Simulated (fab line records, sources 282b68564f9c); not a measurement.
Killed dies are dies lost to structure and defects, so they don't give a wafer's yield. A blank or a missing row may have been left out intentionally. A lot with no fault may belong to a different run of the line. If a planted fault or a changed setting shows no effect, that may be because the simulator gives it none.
fab line records	flow ritCmos
record lots=14	wafers=42	lastDay=8
route steps=202 shown GATE@96 SPACER@130 SILICIDE@164 M1@196
lots that met no fault: from a run of the same line without faults
startH: hours from the record's first day to the start of the lot's first wafer shown	waitH: time in hours since the lot's previous step	" identical to the entry in the row above	L1.1+2: one row covering several wafers at once	- no value, or no start given	* or withheld: withheld	< > ~ a bound
route shown NAME@n: names a module that has steps shown in the file, with the first one's number in the route	usual: average and standard deviation across the fault-free wafers	same: alike in all rows	chamber/n: place in a boat	sites: readings site by site	_std_site: how widely they spread, as a standard deviation	_edge_site: inner sites' mean taken away from outer sites' mean	radiusMm: for every site, how far away it sits from the centre of the wafer	mask NAME#n: copy n	behind: the most recent tool/chamber to have shaped the wafer	hold: why the lot went on hold/how many hours it stayed there/how the hold came to an end	device: names the non-switching transistor (n, p or np)	end of line: tests of these same wafers at the route's end	a step with no rows: only its recipe	killed: dies that structure and defects cost at the first sort, which is not the same as the wafer's yield	map: per-die view of a wafer (x killed, . not killed, _ where there is no die)
set.NAME: the run value of the setting; set.NAME@STEP: its run value at that earlier step	model.NAME: the simulator's own value behind a step, which no gauge read
steps of the route over a sample of lots; a table a step, a row a wafer
services: when a tool's chamber went out of use (startH, in hours from the record's first day, below 0 if earlier), for how many hours, and the reason
## steps
# step RIT_GATE_STRIP_20
# recipe chemistry=O2	timeS=180	resist=NOVOLAK	platenTempC=withheld	powerW=500	pressureMtorr=4000	o2FlowSccm=4000
# usual drypumpMotorCurrentA=5.8/0.42	o2FlowSccm=3998/11
lot.wafer	tool	chamber	startH	waitH	drypumpMotorCurrentA	o2FlowSccm	rfHoursCounterH
L664.1	plasmaAsher-02	1	40.54	0.1	5.9	3997	42
L664.3	"	0	"	"	6.5	3985	-
L664.4	"	1	"	"	5.9	3990	-
L665.2	plasmaAsher-03	0	44.64	0.1	5.7	4006	25
L665.3	"	1	"	"	5.3	3981	-
L665.6	"	1	"	"	5.3	3994	-
L667.1	plasmaAsher-02	0	57.71	0.1	6.5	4003	44
L667.2	"	1	"	"	5.9	3992	44
L667.6	"	0	"	"	6.5	4003	-
L668.1	plasmaAsher-04	0	63.57	0.1	5.3	4011	46
L668.4	"	1	"	"	5.9	4014	-
L668.6	"	1	"	"	5.9	3991	-
L669.1	plasmaAsher-02	1	65.86	0.1	5.9	3998	45
L669.2	"	0	"	"	6.5	3993	45
L669.5	"	0	"	"	6.4	3988	-
L670.1	plasmaAsher-03	0	71.62	0.1	5.8	3982	28
L670.2	"	1	"	"	5.2	4005	28
L670.6	"	1	"	"	5.3	4005	-
L672.1	plasmaAsher-02	0	78.41	0.1	6.5	4012	46
L672.3	"	1	"	"	5.9	4010	-
L672.4	"	0	"	"	6.5	3989	-
L674.3	plasmaAsher-04	1	92.94	0.1	5.9	4001	-
L674.5	"	0	"	"	5.3	4015	-
L674.6	"	1	"	"	5.9	3997	-
L679.1	plasmaAsher-03	1	115.70	0.1	5.3	4001	33
L679.5	"	1	"	"	5.2	3990	-
L679.6	"	0	"	"	5.7	4012	-
L678.2	plasmaAsher-04	1	115.99	0.1	5.9	3994	51
L678.5	"	1	"	"	5.9	3997	-
L678.6	"	0	"	"	5.3	4014	-
L681.2	plasmaAsher-02	0	133.11	0.1	6.5	4013	1
L681.4	"	0	"	"	6.5	3996	-
L681.5	"	0	"	"	6.5	3992	-
L680.1	plasmaAsher-04	0	133.35	0.1	5.3	3987	53
L680.3	"	1	"	"	5.9	3985	-
L680.6	"	0	"	"	5.3	3989	-
L685.2	plasmaAsher-03	0	163.64	0.1	5.8	3997	37
L685.3	"	1	"	"	5.3	3996	-
L685.4	"	0	"	"	5.8	4000	-
L687.2	plasmaAsher-04	1	166.86	0.1	5.9	4006	56
L687.4	"	1	"	"	5.9	4000	-
L687.6	"	1	"	"	5.9	3985	-
# step RIT_SPACER_ETCHBACK_05
# recipe targetDepthA=2500	SF6_flow_sccm=30	CHF3_flow_sccm=30	target=Si3N4	chemistry=SF6/CHF3	pressureMtorr=40	rfW=250	timeS=240	stopOn=SiO2
# usual CHF3_flow_sccm=30.00/0.086	drypumpMotorCurrentA=5.6/0.42	oesProductAu=0.850/0.017	throttleValvePct=10.28/0.16
lot.wafer	tool	chamber	startH	waitH	CHF3_flow_sccm	drypumpMotorCurrentA	oesProductAu	rfHoursCounterH	throttleValvePct
L664.1	rieDiel-02	2	50.50	0.1	30.12	5.6	0.853	5	10.28
L664.3	"	1	"	"	30.00	6.1	0.843	79	10.32
L664.4	"	0	"	"	29.83	5.0	0.864	147	10.19
L665.2	rieDiel-02	2	54.87	0.0	29.90	5.6	0.857	5	10.28
L665.3	"	3	"	"	29.92	5.5	0.850	42	10.59
L665.6	"	3	"	"	30.08	5.6	0.852	-	10.58
L667.1	rieDiel-03	0	66.56	0.1	30.01	5.0	0.822	46	10.13
L667.2	"	3	"	"	30.08	5.7	0.864	1	9.98
L667.6	"	1	"	"	30.01	6.2	0.854	-	10.34
L668.1	rieDiel-03	2	73.73	0.1	30.17	5.6	0.840	82	10.20
L668.4	"	0	"	"	30.02	4.9	0.824	46	10.12
L668.6	"	1	"	"	29.90	6.2	0.857	-	10.33
L669.1	rieDiel-03	2	76.37	0.1	29.95	5.6	0.826	82	10.20
L669.2	"	0	"	"	29.96	4.9	0.822	46	10.13
L669.5	"	1	"	"	29.94	6.2	0.859	-	10.31
L670.1	rieDiel-02	2	82.16	0.1	30.15	5.5	0.858	5	10.28
L670.2	"	3	"	"	30.10	5.6	0.865	43	10.57
L670.6	"	0	"	"	30.00	5.0	0.890	-	10.19
L672.1	rieDiel-02	3	88.03	0.1	29.97	5.6	0.843	43	10.58
L672.3	"	2	"	"	30.08	5.6	0.851	5	10.28
L672.4	"	0	"	"	29.97	5.0	0.864	147	10.21
L674.3	rieDiel-02	2	103.18	0.0	29.86	5.6	0.844	5	10.27
L674.5	"	0	"	"	30.01	5.0	0.862	-	10.20
L674.6	"	3	"	"	29.97	5.5	0.836	-	10.57
L679.1	rieDiel-02	0	129.14	0.1	30.03	5.0	0.861	148	10.19
L679.5	"	3	"	"	29.98	5.5	0.847	-	10.58
L679.6	"	2	"	"	30.03	5.5	0.841	-	10.27
L678.2	rieDiel-04	2	130.23	0.0	30.02	6.0	0.837	2	10.42
L678.5	"	1	"	"	30.02	5.9	0.843	-	10.45
L678.6	"	0	"	"	29.83	5.1	0.859	-	10.30
L681.2	rieDiel-02	3	144.16	0.0	30.03	5.6	0.851	44	10.57
L681.4	"	2	"	"	29.91	5.6	0.850	6	10.26
L681.5	"	0	"	"	29.96	5.0	0.867	-	10.21
L680.1	rieDiel-04	1	146.38	0.1	29.98	5.9	0.866	10	10.44
L680.3	"	2	"	"	30.04	5.9	0.849	2	10.42
L680.6	"	1	"	"	29.99	5.9	0.864	-	10.44
L685.2	rieDiel-04	0	174.02	0.0	29.92	5.1	0.875	18	10.32
L685.3	"	3	"	"	29.99	5.7	0.857	29	10.50
L685.4	"	1	"	"	30.13	6.0	0.853	10	10.42
L687.2	rieDiel-02	1	179.66	0.0	30.08	6.1	0.837	81	10.35
L687.4	"	1	"	"	29.94	6.1	0.840	-	10.33
L687.6	"	3	"	"	29.89	5.6	0.842	-	10.57
# step RIT_SILICIDE_THK_MEAS_03
# recipe thkMeasGauge=xrf	reads=Ti_of_SILICIDE_SPUTTER_01
# usual SILICIDE_TI_THK=30.3/0.36
lot.wafer	tool	chamber	startH	waitH	SILICIDE_TI_THK[nm]
L664.1	filmMetro-04	-	54.82	0.1	30.4
L664.3	"	-	"	"	30.4
L664.4	"	-	"	"	30.0
L665.2	filmMetro-01	-	59.33	0.1	30.8
L665.3	"	-	"	"	30.9
L665.6	"	-	"	"	30.7
L667.1	filmMetro-02	-	70.75	0.1	30.5
L667.2	"	-	"	"	30.2
L667.6	"	-	"	"	30.7
L668.1	filmMetro-04	-	78.27	0.1	30.4
L668.4	"	-	"	"	29.8
L668.6	"	-	"	"	30.3
L669.1	filmMetro-02	-	80.67	0.1	30.3
L669.2	"	-	"	"	29.6
L669.5	"	-	"	"	30.0
L670.1	filmMetro-01	-	86.63	0.1	30.4
L670.2	"	-	"	"	30.2
L670.6	"	-	"	"	30.5
L672.1	filmMetro-02	-	92.84	0.1	29.9
L672.3	"	-	"	"	30.6
L672.4	"	-	"	"	30.2
L674.3	filmMetro-02	-	107.38	0.1	30.5
L674.5	"	-	"	"	30.4
L674.6	"	-	"	"	30.3
L679.1	filmMetro-01	-	133.44	0.1	30.0
L679.5	"	-	"	"	29.7
L679.6	"	-	"	"	29.9
L678.2	filmMetro-01	-	134.64	0.1	30.1
L678.5	"	-	"	"	30.1
L678.6	"	-	"	"	30.3
L681.2	filmMetro-04	-	148.62	0.1	30.1
L681.4	"	-	"	"	29.8
L681.5	"	-	"	"	29.8
L680.1	filmMetro-02	-	150.56	0.1	30.1
L680.3	"	-	"	"	30.0
L680.6	"	-	"	"	30.1
L685.2	filmMetro-02	-	178.33	0.1	30.4
L685.3	"	-	"	"	30.2
L685.4	"	-	"	"	29.9
L687.2	filmMetro-02	-	184.19	0.1	29.9
L687.4	"	-	"	"	30.1
L687.6	"	-	"	"	30.1
# step RIT_M1_METAL_ETCH_12
# recipe stopOn=SiO2	chemistry=Cl2/BCl3	target=Al	timeS=165	overEtchFrac=0.5	pressureMtorr=100	targetDepthA=6000	rfW=250	Cl2_flow_sccm=60	bcl3FlowSccm=50
# usual chamberPressureMTorr=99.99/0.092	drypumpMotorCurrentA=5.5/0.36	mfcCl2Sccm=60.01/0.22	oesProductAu=0.776/0.0096	throttleValvePct=8.43/0.11
lot.wafer	tool	chamber	startH	waitH	chamberPressureMTorr	drypumpMotorCurrentA	mfcCl2Sccm	oesProductAu	rfHoursCounterH	throttleValvePct
L664.1	rieMetal-04	0	59.17	0.2	99.92	5.5	60.08	0.783	4	8.42
L664.3	"	0	"	"	99.90	5.5	59.98	0.762	-	8.44
L664.4	"	1	"	"	99.90	5.0	59.77	0.769	-	8.35
L665.2	rieMetal-01	0	63.77	0.2	100.00	5.6	60.07	0.790	2	8.56
L665.3	"	0	"	"	99.94	5.6	59.83	0.788	-	8.56
L665.6	"	0	"	"	99.97	5.6	59.79	0.789	-	8.56
L667.1	rieMetal-04	1	75.07	0.2	100.04	5.0	59.90	0.759	4	8.34
L667.2	"	0	"	"	100.06	5.5	60.15	0.776	4	8.43
L667.6	"	1	"	"	99.75	5.0	60.45	0.776	-	8.35
L668.1	rieMetal-01	0	83.00	0.2	99.89	5.6	59.55	0.782	3	8.56
L668.4	"	1	"	"	99.97	5.1	60.15	0.761	-	8.48
L668.6	"	0	"	"	100.05	5.6	59.93	0.783	-	8.56
L669.1	rieMetal-02	0	85.11	0.2	99.98	6.1	60.01	0.765	35	8.21
L669.2	"	1	"	"	99.89	5.8	60.05	0.791	37	8.51
L669.5	"	1	"	"	99.98	5.8	60.19	0.786	-	8.51
L670.1	rieMetal-01	0	91.24	0.2	99.94	5.5	60.17	0.784	3	8.57
L670.2	"	1	"	"	100.00	5.1	59.83	0.759	3	8.48
L670.6	"	0	"	"	100.09	5.6	60.16	0.779	-	8.57
L672.1	rieMetal-02	1	97.36	0.2	100.01	5.8	59.61	0.790	37	8.51
L672.3	"	1	"	"	100.11	5.8	59.61	0.797	-	8.51
L672.4	"	0	"	"	100.09	6.1	59.99	0.765	-	8.20
L674.3	rieMetal-04	0	111.88	0.2	99.86	5.5	60.14	0.774	-	8.44
L674.5	"	1	"	"	100.06	5.0	60.24	0.758	-	8.35
L674.6	"	0	"	"	100.04	5.5	60.12	0.783	-	8.41
L679.1	rieMetal-01	0	137.78	0.2	99.79	5.6	60.44	0.778	3	8.57
L679.5	"	1	"	"	99.86	5.1	60.15	0.774	-	8.48
L679.6	"	0	"	"	99.94	5.6	60.27	0.776	-	8.56
L678.2	rieMetal-04	0	138.85	0.2	150.09	5.5	59.86	0.783	5	8.42
L678.5	"	1	"	"	149.92	5.0	59.84	0.780	-	8.36
L678.6	"	0	"	"	149.97	5.5	60.08	0.788	-	8.44
L681.2	rieMetal-01	0	152.82	0.2	100.13	5.6	60.08	0.796	3	8.57
L681.4	"	0	"	"	100.05	5.6	59.93	0.785	-	8.55
L681.5	"	1	"	"	99.96	5.1	60.00	0.769	-	8.48
L680.1	rieMetal-04	0	154.99	0.2	149.95	5.5	60.33	0.780	5	8.42
L680.3	"	0	"	"	149.79	5.5	60.21	0.785	-	8.43
L680.6	"	0	"	"	150.07	5.5	60.14	0.779	-	8.43
L685.2	rieMetal-02	0	182.79	0.2	99.91	6.1	60.35	0.760	0	8.20
L685.3	"	0	"	"	100.21	6.1	60.35	0.774	-	8.20
L685.4	"	1	"	"	100.00	5.7	59.62	0.788	-	8.51
L687.2	rieMetal-01	1	188.75	0.2	99.85	5.1	59.67	0.761	4	8.48
L687.4	"	0	"	"	99.94	5.6	60.03	0.773	-	8.55
L687.6	"	1	"	"	100.02	5.1	59.85	0.762	-	8.50
# step RIT_M1_PROBE_99
# usual defectLimitedYield=97.2/1.2	killedAtContacts=0.1/0.27	killedAtFrontEnd=7/3.1	killedDies=7/3.2	killedOpen=3.8/2.1	killedShort=3.6/2	sort_bin_3_pad_short=0.1/0.22	sort_bin_5_function=1.7/0.8	sort_bin_6_memory=1.0/0.64	sortNPass=257/3.2	sortYieldPct=97.2/1.2
# same grossDies=264	killed_at_M0_to_M3=0	killed_at_M4_up=0	killedAtBackSide=0	killedAtOther=0
lot.wafer	tool	chamber	startH	waitH	defectLimitedYield[%]	killedAtContacts	killedAtFrontEnd	killedDies	killedOpen	killedShort	sort_bin_3_pad_short[%]	sort_bin_5_function[%]	sort_bin_6_memory[%]	sortNPass	sortYieldPct[%]
L664.1	prober-01	-	61.42	0.1	97.0	0	8	8	3	5	0.4	1.9	0.8	256	97.0
L664.3	prober-01	-	61.52	0.2	99.6	0	1	1	1	0	0	0.4	0	263	99.6
L664.4	prober-01	-	61.57	0.2	98.1	0	5	5	2	3	0	0.8	1.1	259	98.1
L665.2	prober-02	-	66.07	0.1	98.1	0	5	5	1	4	0	1.1	0.8	259	98.1
L665.3	prober-02	-	66.12	0.2	97.0	0	8	8	4	4	0	1.9	1.1	256	97.0
L665.6	prober-02	-	66.27	0.2	97.0	0	8	8	4	4	0	1.9	1.1	256	97.0
L667.1	prober-02	-	77.34	0.1	95.5	0	12	12	6	6	0.8	2.7	1.1	252	95.5
L667.2	prober-02	-	77.39	0.1	98.1	0	5	5	2	3	0.4	1.5	0	259	98.1
L667.6	prober-02	-	77.59	0.2	97.3	0	7	7	3	4	0	0.8	1.9	257	97.3
L668.1	prober-01	-	85.25	0.1	97.3	0	7	7	5	2	0	1.5	1.1	257	97.3
L668.4	prober-01	-	85.40	0.2	97.7	0	6	6	4	2	0	2.3	0	258	97.7
L668.6	prober-01	-	85.50	0.2	95.8	0	11	11	4	7	0.4	3.0	0.8	253	95.8
L669.1	prober-02	-	87.36	0.1	97.0	0	8	8	3	5	0.4	2.7	0	256	97.0
L669.2	prober-02	-	87.41	0.1	96.2	0	10	10	2	8	0	2.7	1.1	254	96.2
L669.5	prober-02	-	87.56	0.2	97.3	0	7	7	2	5	0.4	1.1	1.1	257	97.3
L670.1	prober-01	-	93.49	0.1	97.7	1	5	6	4	2	0	1.1	1.1	258	97.7
L670.2	prober-01	-	93.54	0.1	97.3	0	7	7	2	5	0.8	1.1	0.8	257	97.3
L670.6	prober-01	-	93.74	0.2	98.9	0	3	3	1	2	0.4	0.8	0	261	98.9
L672.1	prober-01	-	99.61	0.1	94.3	0	15	15	8	7	0.4	3.4	1.9	249	94.3
L672.3	prober-01	-	99.71	0.2	97.7	0	6	6	1	5	0	1.1	1.1	258	97.7
L672.4	prober-01	-	99.76	0.2	98.5	0	4	4	1	3	0.4	1.1	0	260	98.5
L674.3	prober-01	-	114.18	0.2	95.5	0	12	12	7	5	0.4	2.7	1.5	252	95.5
L674.5	prober-01	-	114.28	0.2	94.7	0	14	14	8	6	0	3.4	1.9	250	94.7
L674.6	prober-01	-	114.33	0.2	98.5	0	4	4	1	3	0	1.1	0.4	260	98.5
L679.1	prober-01	-	140.04	0.1	97.3	0	7	7	4	3	0.4	1.5	0.8	257	97.3
L679.5	prober-01	-	140.24	0.2	97.7	0	6	6	2	4	0	1.1	1.1	258	97.7
L679.6	prober-01	-	140.29	0.2	96.2	0	10	10	6	4	0.4	2.3	1.1	254	96.2
L678.2	prober-01	-	141.59	0.1	97.3	0	7	7	5	2	0	1.5	1.1	257	97.3
L678.5	prober-01	-	141.74	0.2	98.9	0	3	3	1	2	0	0.4	0.8	261	98.9
L678.6	prober-01	-	141.79	0.2	96.2	0	10	10	8	2	0	2.3	1.5	254	96.2
L681.2	prober-01	-	155.13	0.1	97.7	0	6	6	2	4	0	0.8	1.5	258	97.7
L681.4	prober-01	-	155.23	0.2	95.8	0	11	11	6	5	0.4	2.7	1.1	253	95.8
L681.5	prober-01	-	155.28	0.2	96.2	0	10	10	4	6	0	2.7	1.1	254	96.2
L680.1	prober-02	-	157.42	0.1	99.2	0	2	2	1	1	0	0.8	0	262	99.2
L680.3	prober-02	-	157.52	0.2	97.0	1	7	8	4	4	0.4	2.3	0.4	256	97.0
L680.6	prober-02	-	157.67	0.2	97.0	0	8	8	2	6	0	1.5	1.5	256	97.0
L685.2	prober-02	-	185.11	0.1	98.5	0	4	4	2	2	0	0.4	1.1	260	98.5
L685.3	prober-02	-	185.16	0.2	98.9	0	3	3	3	0	0	0.4	0.8	261	98.9
L685.4	prober-02	-	185.21	0.2	97.7	0	6	6	3	3	0	1.1	1.1	258	97.7
L687.2	prober-01	-	191.05	0.1	96.6	0	9	9	2	7	0.8	1.9	0.8	255	96.6
L687.4	prober-01	-	191.15	0.2	95.1	0	13	13	8	5	0.4	2.7	1.9	251	95.1
L687.6	prober-01	-	191.25	0.2	96.2	0	10	10	6	4	0.4	1.5	1.9	254	96.2
# killed by level:class
L664.1 REOX:geometricParticle:open=2 GATE:geometricParticle:short=2 FOX1:geometricParticle:short=1 SPACER:geometricParticle:short=1 SILICIDE:geometricParticle:open=1 SILICIDE:geometricParticle:short=1
L664.3 SILICIDE:geometricParticle:open=1
L664.4 SILICIDE:geometricParticle:short=2 FOX1:geometricParticle:open=1 FOX1:geometricParticle:short=1 REOX:geometricParticle:open=1
L665.2 SILICIDE:geometricParticle:short=2 FOX1:geometricParticle:open=1 GATE:geometricParticle:short=1 REOX:geometricParticle:short=1
L665.3 REOX:geometricParticle:open=2 REOX:geometricParticle:short=2 FOX1:geometricParticle:short=1 FOX2:geometricParticle:open=1 GATE:geometricParticle:open=1 GATE:geometricParticle:short=1
L665.6 GATE:geometricParticle:open=2 FOX1:geometricParticle:open=1 FOX2:geometricParticle:open=1 FOX2:geometricParticle:short=1 GATE:geometricParticle:short=1 SPACER:geometricParticle:short=1 SILICIDE:geometricParticle:short=1
L667.1 SPACER:geometricParticle:short=5 GATE:geometricParticle:open=2 SPACER:geometricParticle:open=2 REOX:geometricParticle:open=1 REOX:geometricParticle:short=1 SILICIDE:geometricParticle:open=1
L667.2 FOX1:geometricParticle:short=1 FOX2:geometricParticle:short=1 GATE:geometricParticle:open=1 REOX:geometricParticle:short=1 SILICIDE:geometricParticle:open=1
L667.6 GATE:geometricParticle:open=2 SILICIDE:geometricParticle:short=2 FOX1:geometricParticle:short=1 FOX1:geometricParticle:open=1 REOX:geometricParticle:short=1
L668.1 REOX:geometricParticle:open=3 REOX:geometricParticle:short=2 FOX1:geometricParticle:open=1 GATE:geometricParticle:open=1
L668.4 GATE:geometricParticle:open=2 SPACER:geometricParticle:short=2 FOX1:geometricParticle:open=1 SILICIDE:geometricParticle:open=1
L668.6 GATE:geometricParticle:short=3 REOX:geometricParticle:open=3 REOX:geometricParticle:short=2 FOX1:geometricParticle:open=1 FOX1:geometricParticle:short=1 FOX2:geometricParticle:short=1
L669.1 FOX2:geometricParticle:short=2 SPACER:geometricParticle:open=2 FOX1:geometricParticle:open=1 FOX1:geometricParticle:short=1 GATE:geometricParticle:short=1 REOX:geometricParticle:short=1
L669.2 GATE:geometricParticle:short=3 FOX1:geometricParticle:short=2 FOX2:geometricParticle:short=2 FOX1:geometricParticle:open=1 FOX2:geometricParticle:open=1 REOX:geometricParticle:short=1
L669.5 FOX2:geometricParticle:short=3 FOX2:geometricParticle:open=1 GATE:geometricParticle:short=1 GATE:geometricParticle:open=1 SILICIDE:geometricParticle:short=1
L670.1 REOX:geometricParticle:open=3 FOX2:geometricParticle:open=1 SILICIDE:geometricParticle:short=1 CONTACT:geometricParticle:short=1
L670.2 GATE:geometricParticle:short=3 FOX1:geometricParticle:short=1 FOX1:geometricParticle:open=1 FOX2:geometricParticle:short=1 REOX:geometricParticle:open=1
L670.6 GATE:geometricParticle:short=1 REOX:geometricParticle:short=1 REOX:geometricParticle:open=1
L672.1 GATE:geometricParticle:open=4 GATE:geometricParticle:short=3 FOX1:geometricParticle:short=2 SILICIDE:geometricParticle:open=1 FOX1:geometricParticle:open=1 FOX2:geometricParticle:short=1 FOX2:geometricParticle:open=1 SPACER:geometricParticle:open=1
L672.3 FOX1:geometricParticle:short=2 GATE:geometricParticle:short=2 SPACER:geometricParticle:open=1 SILICIDE:geometricParticle:short=1
L672.4 ACTIVE:geometricParticle:short=1 FOX1:geometricParticle:open=1 FOX1:geometricParticle:short=1 GATE:geometricParticle:short=1
L674.3 SILICIDE:geometricParticle:open=3 FOX1:geometricParticle:short=2 GATE:geometricParticle:open=2 SILICIDE:geometricParticle:short=2 FOX1:geometricParticle:open=1 FOX2:geometricParticle:open=1 GATE:geometricParticle:short=1
L674.5 FOX1:geometricParticle:open=4 FOX1:geometricParticle:short=2 FOX2:geometricParticle:open=2 GATE:geometricParticle:short=2 REOX:geometricParticle:short=1 REOX:geometricParticle:open=1 SPACER:geometricParticle:open=1 SILICIDE:geometricParticle:short=1
L674.6 FOX1:geometricParticle:short=2 FOX2:geometricParticle:open=1 SILICIDE:geometricParticle:short=1
L679.1 FOX1:geometricParticle:open=1 GATE:geometricParticle:short=1 GATE:geometricParticle:open=1 REOX:geometricParticle:open=1 REOX:geometricParticle:short=1 SPACER:geometricParticle:short=1 SILICIDE:geometricParticle:open=1
L679.5 GATE:geometricParticle:short=3 FOX2:geometricParticle:short=1 GATE:geometricParticle:open=1 SPACER:geometricParticle:open=1
L679.6 SILICIDE:geometricParticle:open=3 FOX1:geometricParticle:short=2 ACTIVE:geometricParticle:open=1 FOX2:geometricParticle:open=1 SPACER:geometricParticle:short=1 SPACER:geometricParticle:open=1 SILICIDE:geometricParticle:short=1
L678.2 SPACER:geometricParticle:open=2 FOX1:geometricParticle:open=1 FOX1:geometricParticle:short=1 GATE:geometricParticle:short=1 GATE:geometricParticle:open=1 SILICIDE:geometricParticle:open=1
L678.5 GATE:geometricParticle:open=1 REOX:geometricParticle:short=1 SPACER:geometricParticle:short=1
L678.6 GATE:geometricParticle:open=6 SPACER:geometricParticle:open=2 GATE:geometricParticle:short=1 SILICIDE:geometricParticle:short=1
L681.2 GATE:geometricParticle:open=2 GATE:geometricParticle:short=1 REOX:geometricParticle:short=1 SPACER:geometricParticle:short=1 SILICIDE:geometricParticle:short=1
L681.4 GATE:geometricParticle:short=4 GATE:geometricParticle:open=2 REOX:geometricParticle:open=2 FOX1:geometricParticle:open=1 SPACER:geometricParticle:open=1 SILICIDE:geometricParticle:short=1
L681.5 GATE:geometricParticle:short=5 GATE:geometricParticle:open=2 FOX1:geometricParticle:open=1 SILICIDE:geometricParticle:short=1 SILICIDE:geometricParticle:open=1
L680.1 FOX2:geometricParticle:short=1 SILICIDE:geometricParticle:open=1
L680.3 FOX2:geometricParticle:short=2 GATE:geometricParticle:open=2 GATE:geometricParticle:short=1 REOX:geometricParticle:short=1 REOX:geometricParticle:open=1 CONTACT:geometricParticle:open=1
L680.6 GATE:geometricParticle:short=3 SPACER:geometricParticle:short=2 REOX:geometricParticle:open=1 REOX:geometricParticle:short=1 SPACER:geometricParticle:open=1
L685.2 ACTIVE:geometricParticle:open=1 FOX1:geometricParticle:short=1 GATE:geometricParticle:short=1 SILICIDE:geometricParticle:open=1
L685.3 FOX1:geometricParticle:open=1 FOX2:geometricParticle:open=1 SPACER:geometricParticle:open=1
L685.4 GATE:geometricParticle:short=2 SILICIDE:geometricParticle:open=2 FOX2:geometricParticle:short=1 SPACER:geometricParticle:open=1
L687.2 GATE:geometricParticle:open=2 SPACER:geometricParticle:short=2 FOX1:geometricParticle:short=1 FOX2:geometricParticle:short=1 GATE:geometricParticle:short=1 REOX:geometricParticle:short=1 SILICIDE:geometricParticle:short=1
L687.4 GATE:geometricParticle:short=3 SILICIDE:geometricParticle:open=3 GATE:geometricParticle:open=2 SPACER:geometricParticle:open=2 REOX:geometricParticle:open=1 SPACER:geometricParticle:short=1 SILICIDE:geometricParticle:short=1
L687.6 SILICIDE:geometricParticle:open=2 FOX1:geometricParticle:short=1 FOX1:geometricParticle:open=1 FOX2:geometricParticle:short=1 FOX2:geometricParticle:open=1 GATE:geometricParticle:open=1 GATE:geometricParticle:short=1 SPACER:geometricParticle:open=1
## services
tool	chamber	startH	hours	kind
rieDiel-02	2	18.31	1.7	repair
rieMetal-02	-	34.34	1.3	repair
plasmaAsher-03	-	54.35	4.3	repair
rieMetal-04	-	54.64	2.8	pm
rieDiel-02	-	65.82	14.6	pm
rieDiel-04	2	67.37	2.4	repair
rieMetal-04	-	91.14	0.1	repair
plasmaAsher-02	-	108.75	9.0	pm
plasmaAsher-02	0	108.75	9.0	ventCycle
plasmaAsher-02	1	108.75	9.0	ventCycle
rieMetal-01	-	112.92	1.4	pm
rieDiel-03	0	120.68	3.1	repair
rieMetal-02	-	125.76	14.6	pm
rieMetal-02	-	140.36	20.0	pm
rieMetal-04	1	154.11	3.1	repair
rieDiel-02	0	156.97	3.9	repair
rieMetal-02	-	160.36	2.8	pm
rieDiel-02	0	163.51	-	clean
rieDiel-02	0	163.51	22.0	scheduledDown
rieDiel-02	0	163.51	22.0	ventCycle
rieMetal-01	1	167.70	1.4	repair
rieDiel-02	2	170.87	18.4	repair
rieDiel-04	-	175.47	0.4	repair
plasmaAsher-02	-	180.85	0.5	repair
## key
firstSign step=RIT_M1_METAL_ETCH_12	reading=chamberPressureMTorr	direction=up	sigmas=99+	usual=99.99	struck=149.97
effect none on later readings
metAt RIT_M1_METAL_ETCH_12
struckLots L678,L680
notActingAt RIT_GATE_STRIP_20,RIT_SPACER_ETCHBACK_05,RIT_SILICIDE_THK_MEAS_03
onsetBetween 111.88 138.85
fault kind=processParameterDrift	tool=rieMetal-04	chamber=-	onsetH=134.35	steps=RIT_M1_METAL_ETCH_12	channel=pressureMtorr	offset=50	shape=step	endH=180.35	stated=100
